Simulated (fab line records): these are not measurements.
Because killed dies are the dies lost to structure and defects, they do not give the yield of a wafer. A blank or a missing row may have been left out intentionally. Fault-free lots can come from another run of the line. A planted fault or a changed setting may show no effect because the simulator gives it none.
Struck lot and sound lot, side by side | flow rit-cmos | 30 steps out of a route of 202
Sound: the wafers L147.1, L147.4, L147.6. Wafers L157.2, L157.3, L157.6 were the ones struck. Last of all comes the cause.
For every step that has rows: the tool of each side, followed by ch and its chambers, followed by its first start. Under that, the readings that differ: sound wafers | struck wafers | difference of the means | sigmas: that difference in standard deviations of wafers without a fault.
alike: readings whose means differ by less than 2 such deviations, and words and numbers that are the same on both sides. not compared: withheld readings, readings that some wafer has no value for, bounds like >300 that may hide the same value, and numbers for which the record gives no deviation and whose values overlap.
The two part at a step that has a row with sigmas, a row that says differs or no value, or rows on one side only. Numbers that have no deviation but don't overlap get no sigmas and don't part them. A reading that every wafer of one side lacks parts them only if that side has two wafers or more.

RIT_FOX2_THK_MEAS_01:
  sound on film-metro-04 at day 2 13:48; struck on film-metro-04 at day 4 14:37
  alike: FOX2_OXIDE_THK
then, 2 steps without rows for these wafers: RIT_FOX2_CLEAN_02 (cleans in dHF, time 180 s); RIT_FOX2_WET_ETCH_03 (etches Si3N4 in H3PO4, target depth 195 nm, time 2700 s).
RIT_FOX2_THK_MEAS_90:
  sound on film-metro-04 at day 2 14:45; struck on film-metro-04 at day 4 15:34
  alike: FIELD_OXIDE_LEFT_1_THK
then, 6 steps without rows for these wafers: RIT_NWELL_HMDS_00 (prime time 60 s); RIT_NWELL_COAT_01 (resist thk 1300 nm); RIT_NWELL_SOFTBAKE_02 (time 60 s); RIT_NWELL_EXPOSE_03 (exposes mask M2, target cd 43900 nm); RIT_NWELL_PEB_04; RIT_NWELL_DEVELOP_05 (develop time 68 s).
RIT_NWELL_OVL_MEAS_06:
  sound on overlay-02 at day 2 15:49; struck on overlay-02 at day 4 16:31
  alike: NWELL_OVL
then, 1 step without rows for these wafers: RIT_NWELL_HARDBAKE_07 (time 120 s).
RIT_NWELL_IMPLANT_08:
  sound on implanter-04 ch 0, day 2 16:06; struck on implanter-04 ch 0, day 4 16:49
  reading                   | sound                | struck               | difference | sigmas
  beam-energy-keV           | 169.98 170.03 169.97 | 119.00 119.04 119.06 | -50.96     | -99 or more
  model.implant.rp-nm (nm)  | 215.6 215.6 215.6    | 149.7 149.7 149.7    | -65.9      |
  model.implant.drp-nm (nm) | 68.82 68.82 68.82    | 52.37 52.37 52.37    | -16.45     |
  alike: dose-ions-cm2, tilt-deg
RIT_NWELL_STRIP_09: strips in O2, time 180 s.
  sound on plasma-asher-03 ch 0,1, day 2 16:15; struck on plasma-asher-03 ch 0,1, day 4 16:56
  alike: drypump-motor-current-A
  not compared: rf-hours-counter-h
RIT_NWELL_TW_MEAS_10:
  sound on film-metro-01 at day 2 16:25; struck on film-metro-03 at day 4 17:07
  reading  | sound          | struck         | difference | sigmas
  NWELL_TW | 2119 2118 2111 | 1960 1967 1981 | -147       | -8
then, 6 steps without rows for these wafers: RIT_PWELL_HMDS_00 (prime time 60 s); RIT_PWELL_COAT_01 (resist thk 1300 nm); RIT_PWELL_SOFTBAKE_02 (time 60 s); RIT_PWELL_EXPOSE_03 (exposes mask M3, target cd 43700 nm); RIT_PWELL_PEB_04; RIT_PWELL_DEVELOP_05 (develop time 71.04 s).
RIT_PWELL_OVL_MEAS_06:
  sound on overlay-01 at day 2 17:47; struck on overlay-01 at day 4 18:04
  alike: PWELL_OVL
then, 2 steps without rows for these wafers: RIT_PWELL_HARDBAKE_07 (time 120 s); RIT_PWELL_IMPLANT_08.
RIT_PWELL_STRIP_09: strips in O2, time 180 s.
  sound on plasma-asher-02 ch 0,1, day 2 18:13; struck on plasma-asher-02 ch 0,1, day 4 18:29
  alike: drypump-motor-current-A
  not compared: rf-hours-counter-h
RIT_PWELL_TW_MEAS_10:
  sound on film-metro-04 at day 2 18:23; struck on film-metro-03 at day 4 18:40
  reading  | sound       | struck      | difference | sigmas
  PWELL_TW | 967 971 967 | 945 941 946 | -24        | -3
then, 1 step without rows for these wafers: RIT_WELLDRIVE_ANNEAL_00 (time 14700 s).
RIT_WELLDRIVE_RS_MEAS_01: measurement is done with a four-point probe.
  sound on film-metro-04 at day 2 23:32; struck on film-metro-04 at day 4 23:49
  reading           | sound             | struck            | difference | sigmas
  NWELL_RS (ohm/sq) | 280.2 279.5 279.6 | 282.5 282.7 283.7 | +3.2       | +3
RIT_WELLDRIVE_RS_MEAS_02: measurement is done with a four-point probe.
  sound on film-metro-04 at day 2 23:39; struck on film-metro-04 at day 4 23:56
  alike: PWELL_RS
RIT_M1_PROBE_99:
  sound on prober-01 at day 4 10:20; struck on prober-02 at day 6 08:38
  reading                                        | sound                | struck               | difference | sigmas
  model.etest.nwell-pinched.rs-ohm-sq            | 337.3 340 343.9      | 354.1 353.9 359.7    | +15.5      |
  model.etest.well-edge-right.line-ohm-um        | 186.6 185 182.8      | 193.8 194.3 192.8    | +8.8       |
  model.etest.well-edge-left.line-ohm-um         | 185.9 185.9 185.8    | 191.4 191.9 195      | +6.9       |
  model.etest.field-p-metal.vt-v (V)             | -29.45 -29.46 -29.43 | -24.74 -24.86 -25    | +4.58      |
  model.etest.field-p.vt-v (V)                   | -12.56 -12.58 -12.59 | -10.61 -10.65 -10.64 | +1.94      |
  model.etest.iso-nwell-nwell.bv-v (V)           | 22.4 22.13 22.3      | 23.15 23.08 23.59    | +1.00      |
  model.etest.iso-pplus-pwell.lateral-log10-a-um | -9.248 -9.243 -9.224 | -9.183 -9.199 -9.22  | +0.038     |
  model.etest.vpnp.gain                          | 1.03 1.028 1.04      | 1.102 1.118 1.09     | +0.071     |
  alike: killed-at-contacts, killed-at-front-end, killed-dies, killed-open, killed-short

== WHERE THEY PART ==
Earliest at RIT_NWELL_IMPLANT_08; latest, in this record, at RIT_WELLDRIVE_RS_MEAS_01. Later steps at which nothing parts them and some readings are alike: RIT_WELLDRIVE_RS_MEAS_02, RIT_M1_PROBE_99.

WHY: the cause the simulator had injected
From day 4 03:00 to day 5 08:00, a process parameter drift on implanter-04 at RIT_NWELL_IMPLANT_08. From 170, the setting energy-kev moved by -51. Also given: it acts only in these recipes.
